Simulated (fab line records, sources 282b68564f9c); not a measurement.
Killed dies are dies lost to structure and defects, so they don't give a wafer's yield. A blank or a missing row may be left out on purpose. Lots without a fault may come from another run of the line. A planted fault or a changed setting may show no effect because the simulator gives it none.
Which tool did it? | flow rit_cmos | 8 lots, 24 wafers sampled, at 2 steps of a route of 202

WHAT THE GAUGES READ, wafer by wafer
RIT_GATE_CD_MEAS_16: target cd 150 nm.
lot  | measured    | on        | cd_nm (nm)
L687 | day 2 19:06 | cd_sem-02 | 145.4 147.0 149.0
L689 | day 3 02:59 | cd_sem-02 | 152.0 148.9 150.2
L691 | day 3 15:42 | cd_sem-02 | 184.9 184.3 185.1
L693 | day 3 23:35 | cd_sem-02 | 170.5 168.8 168.2
L698 | day 5 00:00 | cd_sem-02 | 147.1 148.8 146.0
L704 | day 6 12:22 | cd_sem-02 | 144.6 145.4 144.1
L707 | day 7 02:31 | cd_sem-02 | 147.2 147.9 146.4
L709 | day 7 08:50 | cd_sem-02 | 151.1 148.5 147.7

WHICH TOOL RAN EACH LOT (tool, then ch and the chambers of the sampled wafers, then the start)
lot  | RIT_GATE_EXPOSE_13
L687 | iline_stepper-01 ch 0, day 2 18:42
L689 | iline_stepper-01 ch 0, day 3 02:35
L691 | iline_stepper-01 ch 0, day 3 15:12
L693 | iline_stepper-01 ch 0, day 3 23:10
L698 | iline_stepper-02 ch 0, day 4 23:36
L704 | iline_stepper-02 ch 0, day 6 11:58
L707 | iline_stepper-02 ch 0, day 7 02:07
L709 | iline_stepper-02 ch 0, day 7 08:26
- RIT_GATE_EXPOSE_13: exposes mask M6, target cd 150 nm.

THE ANSWER, worked out from the rows above alone
Rule: what is usual is taken from the lots themselves. Put in order of their means at a reading, lots are off if they are a third of the lots or fewer, leave a main group of 4 or more, and stand apart from it by a gap of 3 or more times the standard deviation of the main group's means; of several such gaps the widest counts. A main group whose means are all the same, to the digits that the tables above print for the reading, isn't used. A lot without any number at a reading at which 4 lots or more have one is off too. The other lots that the step has rows for count as sound.
Off: L691, L693, at RIT_GATE_CD_MEAS_16 (cd_nm). The main group: mean 147.6 nm, standard deviation 1.8.
A tool fits if, at a process step before that reading, it ran every lot that is off, and no sound lot after the first of them. The gauges at RIT_GATE_CD_MEAS_16 are tried like those tools. One fits: iline_stepper-01 at RIT_GATE_EXPOSE_13. Its last sound lot is L689 (day 3 02:35), its first lot that is off L691 (day 3 15:12): a fault that began between those two fits.

WHAT THE SIMULATOR HAD PUT IN
Process parameter drift: iline_stepper-01, from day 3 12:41 on, at RIT_GATE_EXPOSE_13. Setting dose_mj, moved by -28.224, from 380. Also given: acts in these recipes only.
Lots struck among those shown: L691, L693. The rule above found the same.
